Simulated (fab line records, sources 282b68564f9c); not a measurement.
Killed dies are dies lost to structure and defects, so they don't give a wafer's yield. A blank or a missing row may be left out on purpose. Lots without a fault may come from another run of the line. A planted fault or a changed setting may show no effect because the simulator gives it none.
One fault seen from 2 desks | flow rit_cmos | each desk has only its own numbers; what lay behind them comes last

THE TOOL OWNER'S DESK: furnace-04
The tool's own readings at RIT_ACTIVE_OXIDATION_01 (target thk 46.8 nm, ox time 3360 s): means of the sampled wafers that have a number, for each lot that ran on this tool. A lot is out of limits, marked OUT, if its mean lies more than 4 standard deviations from the usual mean; the brackets give that distance.
Columns: A = spike_tc_centre_C at RIT_ACTIVE_OXIDATION_01, usual 1001.3 C; B = spike_tc_load_C at RIT_ACTIVE_OXIDATION_01, usual 1027.0 C; C = spike_tc_source_C at RIT_ACTIVE_OXIDATION_01, usual 1022.3 C; D = tube_center_temp_C at RIT_ACTIVE_OXIDATION_01, usual 999.99 C; E = tube_center_temp_C_max at RIT_ACTIVE_OXIDATION_01, usual 1002.6; F = zone_power_source_pct at RIT_ACTIVE_OXIDATION_01, usual 33.5 %
lot  | first seen here | A                 | B                 | C                 | D                         | E                | F
L707 | day 1 18:50     | 999.5             | 1025.6            | 1020.2            | 999.95                    | 1002.4           | 34.1
L709 | day 2 01:50     | 1000.0            | 1025.7            | 1020.0            | 999.95                    | 1002.3           | 34.0
L712 | day 2 16:07     | 1000.8            | 1025.1            | 1019.2            | 999.98                    | 1002.4           | 33.9
L714 | day 3 02:40     | 1000.5            | 1024.9            | 1020.1            | 999.96                    | 1002.9           | 34.2
L715 | day 3 07:08     | 1016.1 (+9.3) OUT | 1039.5 (+5.4) OUT | 1035.4 (+4.5) OUT | 1015.10 (+99 or more) OUT | 1017.5 (+33) OUT | 35.1
L717 | day 3 17:08     | 1014.8 (+8.4) OUT | 1040.9 (+6.1) OUT | 1035.3 (+4.5) OUT | 1014.97 (+99 or more) OUT | 1017.5 (+33) OUT | 35.5
L718 | day 3 22:08     | 1015.6 (+9.0) OUT | 1040.1 (+5.7) OUT | 1035.0 (+4.4) OUT | 1015.00 (+99 or more) OUT | 1017.4 (+33) OUT | 35.3
This desk's finding: out of limits on L715, L717, L718; first on L715, day 3 07:08 (spike_tc_centre_C at RIT_ACTIVE_OXIDATION_01). In limits: L707, L709, L712, L714.

THE METROLOGY DESK
What the gauges read, lot by lot, whatever tool the lot ran on: means of the sampled wafers that have a number. A lot is out of limits, marked OUT, if its mean lies more than 4 standard deviations from the usual mean; the brackets give that distance.
Columns: A = ACTIVE_OXIDE_THK at RIT_ACTIVE_THK_MEAS_02, usual 47.1 nm; B = FIELD_OXIDE_LEFT_1_THK at RIT_FOX2_THK_MEAS_90, usual 325 nm; C = GATE_OVL at RIT_GATE_OVL_MEAS_17, usual 0.5 nm
lot  | first seen here | A               | B   | C
L707 | day 1 20:46     | 48.2            | 335 | 1.6
L708 | day 2 00:43     | 45.1            | 324 | -0.1
L709 | day 2 03:47     | 47.7            | 314 | 0.2
L712 | day 2 18:04     | 47.2            | 327 | 0.3
L713 | day 2 23:14     | 48.1            | 328 | -0.5
L714 | day 3 04:36     | 48.4            | 336 | -0.2
L715 | day 3 09:05     | 55.8 (+8.7) OUT | 332 | -0.2
L717 | day 3 19:05     | 54.7 (+7.6) OUT | 327 | 0.5
L718 | day 4 00:05     | 54.1 (+7.0) OUT | 321 | -0.9
L719 | day 4 05:12     | 47.3            | 337 | 1.0
L721 | day 4 15:03     | 47.7            | 330 | 0.1
L724 | day 5 06:29     | 47.1            | 326 | 0.2
L726 | day 5 18:38     | 47.2            | 316 | -0.4
L727 | day 5 21:39     | 46.7            | 319 | 0.2
L728 | day 6 02:36     | 46.6            | 328 | 1.9
This desk's finding: out of limits on L715, L717, L718; first on L715, day 3 09:05 (ACTIVE_OXIDE_THK at RIT_ACTIVE_THK_MEAS_02). In limits: L707, L708, L709, L712, L713, L714, L719, L721, L724, L726, L727, L728.

PUT TOGETHER
The tool owner's desk could have raised an alarm at day 3 07:08, on L715, L717, L718.
The metrology desk could have raised an alarm at day 3 09:05, on L715, L717, L718.
Of the lots named, all ran RIT_ACTIVE_OXIDATION_01 on furnace-04.

WHAT THE SIMULATOR HAD PUT IN
Process parameter drift: furnace-04, from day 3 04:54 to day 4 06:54, at RIT_ACTIVE_OXIDATION_01. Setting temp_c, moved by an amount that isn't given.
Lots struck among those shown: L715, L717, L718.
Hours from the fault's start to each desk's first reading out of limits: the tool owner's desk, 2; the metrology desk, 4.
